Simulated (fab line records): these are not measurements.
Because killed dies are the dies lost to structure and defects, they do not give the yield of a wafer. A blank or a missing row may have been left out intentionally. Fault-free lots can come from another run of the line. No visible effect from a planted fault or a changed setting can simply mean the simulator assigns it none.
Split-lot trial / flow rit-cmos / 27 wafers read from 5 lots, route of 202 steps

THE SPLIT
At RIT_SPACER_ETCHBACK_05 (etches Si3N4 in SF6/CHF3, stops on SiO2, target depth 250 nm, time 240 s), the setting target-depth-a was moved away from the recipe's 2500 angstrom on 12 of the 27 wafers read, by -43.6% to -28.8%. For the rest of the wafers, this setting stayed at what the recipe calls for.

Reading taken at the split's own step.

THE READING
oes-product-au, in a.u., at RIT_SPACER_ETCHBACK_05 (etches Si3N4 in SF6/CHF3, stops on SiO2, target depth 250 nm, time 240 s). On this fab line, fault-free wafers typically give 0.842 a.u. with a standard deviation of 0.012 a.u.

wafer=L078.1; tool, chamber at the split=rie-diel-01, 0; target-depth-a as run, angstrom=1779; against the recipe=-28.8%; oes-product-au, a.u.=0.999; against lot-mates on the recipe=+0.170
wafer=L078.2; tool, chamber at the split=rie-diel-01, 3; target-depth-a as run, angstrom=2500; against the recipe=recipe; oes-product-au, a.u.=0.830; against lot-mates on the recipe=-
wafer=L078.3; tool, chamber at the split=rie-diel-01, 2; target-depth-a as run, angstrom=1779; against the recipe=-28.8%; oes-product-au, a.u.=1.000; against lot-mates on the recipe=+0.171
wafer=L078.4; tool, chamber at the split=rie-diel-01, 1; target-depth-a as run, angstrom=2500; against the recipe=recipe; oes-product-au, a.u.=0.829; against lot-mates on the recipe=-
wafer=L078.5; tool, chamber at the split=rie-diel-01, 2; target-depth-a as run, angstrom=1779; against the recipe=-28.8%; oes-product-au, a.u.=0.992; against lot-mates on the recipe=+0.163
wafer=L078.6; tool, chamber at the split=rie-diel-01, 3; target-depth-a as run, angstrom=2500; against the recipe=recipe; oes-product-au, a.u.=0.829; against lot-mates on the recipe=-
wafer=L080.1; tool, chamber at the split=rie-diel-01, 2; target-depth-a as run, angstrom=2500; against the recipe=recipe; oes-product-au, a.u.=0.845; against lot-mates on the recipe=-
wafer=L080.2; tool, chamber at the split=rie-diel-01, 1; target-depth-a as run, angstrom=1743; against the recipe=-30.3%; oes-product-au, a.u.=0.981; against lot-mates on the recipe=+0.143
wafer=L080.3; tool, chamber at the split=rie-diel-01, 3; target-depth-a as run, angstrom=2500; against the recipe=recipe; oes-product-au, a.u.=0.832; against lot-mates on the recipe=-
wafer=L080.4; tool, chamber at the split=rie-diel-01, 0; target-depth-a as run, angstrom=1743; against the recipe=-30.3%; oes-product-au, a.u.=1.002; against lot-mates on the recipe=+0.164
wafer=L080.5; tool, chamber at the split=rie-diel-01, 2; target-depth-a as run, angstrom=1743; against the recipe=-30.3%; oes-product-au, a.u.=0.994; against lot-mates on the recipe=+0.156
wafer=L080.6; tool, chamber at the split=rie-diel-01, 1; target-depth-a as run, angstrom=2500; against the recipe=recipe; oes-product-au, a.u.=0.838; against lot-mates on the recipe=-
wafer=L082.3; tool, chamber at the split=rie-diel-01, 0; target-depth-a as run, angstrom=2500; against the recipe=recipe; oes-product-au, a.u.=0.845; against lot-mates on the recipe=-
wafer=L082.4; tool, chamber at the split=rie-diel-01, 3; target-depth-a as run, angstrom=2500; against the recipe=recipe; oes-product-au, a.u.=0.835; against lot-mates on the recipe=-
wafer=L082.6; tool, chamber at the split=rie-diel-01, 3; target-depth-a as run, angstrom=2500; against the recipe=recipe; oes-product-au, a.u.=0.841; against lot-mates on the recipe=-
wafer=L084.1; tool, chamber at the split=rie-diel-01, 3; target-depth-a as run, angstrom=2500; against the recipe=recipe; oes-product-au, a.u.=0.831; against lot-mates on the recipe=-
wafer=L084.2; tool, chamber at the split=rie-diel-01, 2; target-depth-a as run, angstrom=1514; against the recipe=-39.4%; oes-product-au, a.u.=0.989; against lot-mates on the recipe=+0.153
wafer=L084.3; tool, chamber at the split=rie-diel-01, 0; target-depth-a as run, angstrom=1514; against the recipe=-39.4%; oes-product-au, a.u.=0.993; against lot-mates on the recipe=+0.157
wafer=L084.4; tool, chamber at the split=rie-diel-01, 1; target-depth-a as run, angstrom=1514; against the recipe=-39.4%; oes-product-au, a.u.=0.993; against lot-mates on the recipe=+0.157
wafer=L084.5; tool, chamber at the split=rie-diel-01, 3; target-depth-a as run, angstrom=2500; against the recipe=recipe; oes-product-au, a.u.=0.835; against lot-mates on the recipe=-
wafer=L084.6; tool, chamber at the split=rie-diel-01, 2; target-depth-a as run, angstrom=2500; against the recipe=recipe; oes-product-au, a.u.=0.841; against lot-mates on the recipe=-
wafer=L085.1; tool, chamber at the split=rie-diel-03, 2; target-depth-a as run, angstrom=2500; against the recipe=recipe; oes-product-au, a.u.=0.844; against lot-mates on the recipe=-
wafer=L085.2; tool, chamber at the split=rie-diel-03, 3; target-depth-a as run, angstrom=2500; against the recipe=recipe; oes-product-au, a.u.=0.834; against lot-mates on the recipe=-
wafer=L085.3; tool, chamber at the split=rie-diel-03, 1; target-depth-a as run, angstrom=1409; against the recipe=-43.6%; oes-product-au, a.u.=0.992; against lot-mates on the recipe=+0.151
wafer=L085.4; tool, chamber at the split=rie-diel-03, 0; target-depth-a as run, angstrom=1409; against the recipe=-43.6%; oes-product-au, a.u.=0.982; against lot-mates on the recipe=+0.141
wafer=L085.5; tool, chamber at the split=rie-diel-03, 1; target-depth-a as run, angstrom=2500; against the recipe=recipe; oes-product-au, a.u.=0.844; against lot-mates on the recipe=-
wafer=L085.6; tool, chamber at the split=rie-diel-03, 2; target-depth-a as run, angstrom=1409; against the recipe=-43.6%; oes-product-au, a.u.=1.008; against lot-mates on the recipe=+0.167

FIT RESULTS
A straight line over all 27 wafers: oes-product-au changes by -0.00418 a.u. for each +1% of target-depth-a; r = -0.97; the points scatter about the line by 0.02 a.u.
The same after taking each lot's own level away (the mean of its wafers on the recipe; 27 wafers): -0.00418 a.u. for each +1%; r = -0.96; scatter 0.022 a.u.
On that fit, the largest move of target-depth-a shifts the reading by 0.18 a.u.
Measured against the standard deviation above, the lots' own levels, which go from 0.8293 to 0.8407 a.u., span 0.9 times it.
The two slopes are in agreement: the lot-to-lot level therefore moves the slope only a little.
Check: with one of the wafers moved furthest among these (-43.6%) left out of the fit, the line predicts +0.191 a.u. for it against its lot-mates. Against them it came out at +0.151 a.u.
Tool readings at the split's step, against how far the setting was moved: oes-product-au r = -0.97.

THE OTHER SPLITS THESE WAFERS WENT THROUGH
These wafers also went through other splits before the reading. Each is held against what the fit with the lots' levels taken away leaves over:
other split on the same wafers=RIT_ACTIVE_OXIDATION_01 ox-time-s; wafers away from the commonest value=21; r with oes-product-au (lot level and that fit taken away)=+0.32
other split on the same wafers=RIT_ACTIVE_ETCH_13 time-s; wafers away from the commonest value=12; r with oes-product-au (lot level and that fit taken away)=+0.13

THE WHOLE CHAIN: every reading that the file lists as answering this split, in the file's order
step=RIT_SPACER_ETCHBACK_05; what it does=etches Si3N4 in SF6/CHF3, stops on SiO2, target depth 250 nm, time 240 s; reading=oes-product-au; change (the file's fit)=-0.00429 a.u. for each +1% of the setting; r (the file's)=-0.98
step=RIT_SPACER_ETCHBACK_05; what it does=etches Si3N4 in SF6/CHF3, stops on SiO2, target depth 250 nm, time 240 s; reading=etch.depth-nm (the simulator's own value, which no gauge read); change (the file's fit)=+0.803 nm for each +1% of the setting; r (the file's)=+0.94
step=RIT_SPACER_ETCHBACK_05; what it does=etches Si3N4 in SF6/CHF3, stops on SiO2, target depth 250 nm, time 240 s; reading=poly-Si_of_GATE_CVD_08.thk-nm (the simulator's own value, which no gauge read); change (the file's fit)=-0.497 nm for each +1% of the setting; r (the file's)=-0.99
step=RIT_SPACER_ETCHBACK_05; what it does=etches Si3N4 in SF6/CHF3, stops on SiO2, target depth 250 nm, time 240 s; reading=Si3N4_of_SPACER_CVD_03.thk-nm (the simulator's own value, which no gauge read); change (the file's fit)=-0.401 nm for each +1% of the setting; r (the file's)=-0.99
step=RIT_SDANNEAL_CLEAN_00; what it does=cleans in SC1, time 600 s; reading=SiO2_of_FOX2_OXIDATION_00.thk-nm (the simulator's own value, which no gauge read); change (the file's fit)=-0.38 nm for each +1% of the setting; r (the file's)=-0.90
step=RIT_M1_PROBE_99; what it does=; reading=etest.npoly-line.line-ohm-um (the simulator's own value, which no gauge read); change (the file's fit)=not straight: 3552 at the lowest setting, 169.1 at the recipe, 169.1 at the highest; r (the file's)=not given
step=RIT_M1_PROBE_99; what it does=; reading=etest.ppoly-line.line-ohm-um (the simulator's own value, which no gauge read); change (the file's fit)=not straight: 1963 at the lowest setting, 162.5 at the recipe, 162.5 at the highest; r (the file's)=not given
step=RIT_M1_PROBE_99; what it does=; reading=etest.npoly-sal.rs-ohm-sq (the simulator's own value, which no gauge read); change (the file's fit)=not straight: 457.9 at the lowest setting, 4.415 at the recipe, 4.415 at the highest; r (the file's)=not given

THE FILE'S OWN FIT
oes-product-au changes by -0.00429 a.u. for each +1% of target-depth-a, r = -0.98.
